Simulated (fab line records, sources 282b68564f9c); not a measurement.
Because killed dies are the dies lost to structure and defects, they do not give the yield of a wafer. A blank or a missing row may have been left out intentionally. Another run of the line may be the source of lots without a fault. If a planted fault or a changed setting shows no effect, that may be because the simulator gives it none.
What tool caused it? -- flow ritCmos -- 14 lots, 42 wafers sampled, at 2 steps of a route of 202

== WHAT EACH GAUGE READ, for each wafer ==
RIT_ACTIVE_THK_MEAS_02.
lot,measured,on,ACTIVE_OXIDE_THK (nm)
L221,day 1 12:03,filmMetro-01,46.2 45.7 46.3
L223,day 1 22:05,filmMetro-04,46.0 46.3 46.6
L227,day 2 18:20,filmMetro-04,44.6 44.0 44.2
L228,day 3 00:10,filmMetro-02,47.1 47.7 46.9
L229,day 3 04:04,filmMetro-02,48.0 49.5 48.4
L230,day 3 11:05,filmMetro-02,28.7 28.8 27.9
L231,day 3 15:25,filmMetro-02,29.3 29.2 29.0
L235,day 4 10:37,filmMetro-01,47.0 47.7 46.7
L236,day 4 15:34,filmMetro-02,46.9 46.9 46.8
L238,day 5 01:15,filmMetro-01,47.7 48.8 47.7
L240,day 5 11:20,filmMetro-04,46.5 46.6 45.9
L241,day 5 16:26,filmMetro-02,46.5 45.9 47.5
L243,day 6 03:10,filmMetro-01,47.1 47.1 47.2
L244,day 6 07:38,filmMetro-01,46.0 46.6 46.0

== WHICH TOOL RAN EACH LOT (tool, then ch and the chambers of the sampled wafers, then the start) ==
lot,RIT_ACTIVE_OXIDATION_01
L221,"furnace-01 ch 0, day 1 10:07"
L223,"furnace-01 ch 0, day 1 20:08"
L227,"furnace-04 ch 0, day 2 16:24"
L228,"furnace-03 ch 0, day 2 22:14"
L229,"furnace-03 ch 0, day 3 02:07"
L230,"furnace-01 ch 0, day 3 09:09"
L231,"furnace-01 ch 0, day 3 13:28"
L235,"furnace-03 ch 0, day 4 08:41"
L236,"furnace-04 ch 0, day 4 13:38"
L238,"furnace-04 ch 0, day 4 23:17"
L240,"furnace-03 ch 0, day 5 09:24"
L241,"furnace-04 ch 0, day 5 14:30"
L243,"furnace-04 ch 0, day 6 01:14"
L244,"furnace-04 ch 0, day 6 05:43"
- RIT_ACTIVE_OXIDATION_01: target thk 46.8 nm, ox time 3360 s.

== WHAT THE TOOLS THEMSELVES READ (means of the sampled wafers that have a number; where no wafer has one, the mark that the record gives instead) ==
The record holds no such reading with a usual standard deviation.

== THE ANSWER, worked out from the rows above alone ==
Rule: what is usual is taken from the lots themselves. The widest of any qualifying gaps counts: lots, ordered by their means at a reading, are off when they make up no more than a third of the lots, leave a main group of 4 or more, and stand apart from it by 3 or more times the standard deviation of that group's means. A main group is skipped when, at the precision printed for the reading in the tables above, its means are all equal. Also off: a lot with no number at a reading for which 4 or more lots have one. Any other lot the step has rows for is counted as sound. After the gauges, taken in route order, come the tools' own readings; for these a lot's mean is taken, as printed above. At the first step where some lot is off, the reading lying furthest off is the one used; lots without a number count as furthest.
Off: at RIT_ACTIVE_THK_MEAS_02 (ACTIVE_OXIDE_THK), L230, L231. The main group has a mean of 46.7 nm with a standard deviation of 1.
A tool fits if, at a process step before that reading, it ran every lot that is off, and no sound lot after the first of them. The gauges at RIT_ACTIVE_THK_MEAS_02 are tried like those tools. One candidate fits, namely furnace-01 at RIT_ACTIVE_OXIDATION_01. Its last sound lot is L223 (day 1 20:08), its first lot that is off L230 (day 3 09:09): a fault that began between those two fits.

== WHAT HAD BEEN PUT IN BY THE SIMULATOR ==
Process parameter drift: furnace-01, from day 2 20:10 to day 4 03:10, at RIT_ACTIVE_OXIDATION_01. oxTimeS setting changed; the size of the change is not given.
Shown lots that were struck: L230, L231. The rule above reached the same finding.
